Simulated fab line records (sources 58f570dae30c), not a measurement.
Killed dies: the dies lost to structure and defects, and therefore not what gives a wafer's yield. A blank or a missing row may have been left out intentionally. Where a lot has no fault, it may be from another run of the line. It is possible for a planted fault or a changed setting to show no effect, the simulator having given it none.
Which tool is to blame? | flow berkeleyCmos170 | 42 wafers from 14 lots sampled at 2 of the route's 331 steps

## WHAT THE GAUGES READ, wafer by wafer
UCB170_GATE_OVL_MEAS_13. Usual: for GATE_OVL the level is -1 nm and the standard deviation is 5.
lot  | measured     | on         | GATE_OVL (nm) | flag
L713 | day 7 19:26  | overlay-01 | 2 1 5         | 
L714 | day 7 18:48  | overlay-02 | 4 -2 9        | 
L715 | day 8 08:55  | overlay-01 | 6 3 -1        | 
L719 | day 8 14:30  | overlay-02 | -4 -1 -6      | 
L720 | day 8 14:48  | overlay-01 | -3 1 5        | 
L718 | day 8 15:16  | overlay-02 | 4 0 -2        | 
L717 | day 8 15:20  | overlay-01 | -4 -2 4       | 
L721 | day 9 07:28  | overlay-02 | -6 -5 -4      | 
L725 | day 10 04:06 | overlay-02 | 1 -3 -7       | 
L726 | day 10 03:32 | overlay-02 | 2 -5 -8       | 
L727 | day 11 01:40 | overlay-01 | 3 0 2         | 
L731 | day 11 01:53 | overlay-02 | -1 -4 -5      | 
L734 | day 11 16:01 | overlay-02 | -2 -12 0      | 
L735 | day 12 02:11 | overlay-01 | -1 2 -4       | 

## WHICH TOOL RAN EACH LOT (tool, then ch and the chambers of the sampled wafers, then the start)
lot  | UCB170_PFIELD_STRIP_08
L713 | plasmaAsher-04 ch 0,1, day 5 12:05
L714 | plasmaAsher-01 ch 0, day 5 12:23
L715 | plasmaAsher-01 ch 0,1, day 6 02:44
L719 | plasmaAsher-03 ch 1, day 6 11:33
L720 | plasmaAsher-04 ch 0, day 6 12:17
L718 | plasmaAsher-03 ch 0,1, day 6 13:00
L717 | plasmaAsher-01 ch 0,1, day 6 13:02
L721 | plasmaAsher-01 ch 0,1, day 6 20:42
L725 | plasmaAsher-03 ch 0,1, day 7 18:58
L726 | plasmaAsher-01 ch 0,1, day 7 19:13
L727 | plasmaAsher-04 ch 0,1, day 8 12:22
L731 | plasmaAsher-03 ch 0,1, day 9 01:37
L734 | plasmaAsher-03 ch 0,1, day 9 13:08
L735 | plasmaAsher-03 ch 0,1, day 9 21:09
- UCB170_PFIELD_STRIP_08: strips in O2.

## AS READ BY THE TOOLS THEMSELVES (means over the sampled wafers that have a number; for cases with no such wafer, the mark the record gives instead)
UCB170_PFIELD_STRIP_08. Usual: drypumpMotorCurrentA 5.7 A, standard deviation 0.44; oesProductAu 0.735 a.u., standard deviation 0.0047; stripTimeToEndpointS 21.64 s, standard deviation 0.08.
lot  | tool           | drypumpMotorCurrentA (A) | oesProductAu (a.u.) | stripTimeToEndpointS (s) | flag
L713 | plasmaAsher-04 | 5.8                      | 0.736               | 21.67                    | 
L714 | plasmaAsher-01 | 6.0                      | 0.737               | 21.66                    | 
L715 | plasmaAsher-01 | 6.0                      | 0.729               | 21.66                    | 
L719 | plasmaAsher-03 | 5.6                      | 0.736               | 21.51                    | 
L720 | plasmaAsher-04 | 5.6                      | 0.737               | 21.70                    | 
L718 | plasmaAsher-03 | 5.3                      | 0.730               | 21.56                    | 
L717 | plasmaAsher-01 | 6.0                      | 0.732               | 21.68                    | 
L721 | plasmaAsher-01 | 6.0                      | 0.735               | 21.62                    | 
L725 | plasmaAsher-03 | 5.1                      | 0.731               | 21.63                    | 
L726 | plasmaAsher-01 | 6.0                      | 0.737               | 21.55                    | 
L727 | plasmaAsher-04 | 5.8                      | 0.737               | 21.65                    | 
L731 | plasmaAsher-03 | 5.3                      | 0.734               | 21.59                    | 
L734 | plasmaAsher-03 | 5.3                      | 0.734               | 21.70                    | 
L735 | plasmaAsher-03 | 5.1                      | 0.732               | 21.86                    | 

## THE ANSWER, worked out from the rows above alone
Rule: a lot counts as off when the mean over its wafers that have a number is more than 3 standard deviations away from the usual mean. Also off: a lot with no number at a reading for which 4 or more lots have one. Any other lot the step has rows for is counted as sound. Order of review: gauges by route order, followed by the tools' own readings, for which a lot's mean as printed above is used. At the first step where some lot is off, the reading lying furthest off is the one used; lots without a number count as furthest.
Across all readings shown, no lot is off: no conclusion can be drawn from this.

## WHAT HAD BEEN PUT IN BY THE SIMULATOR
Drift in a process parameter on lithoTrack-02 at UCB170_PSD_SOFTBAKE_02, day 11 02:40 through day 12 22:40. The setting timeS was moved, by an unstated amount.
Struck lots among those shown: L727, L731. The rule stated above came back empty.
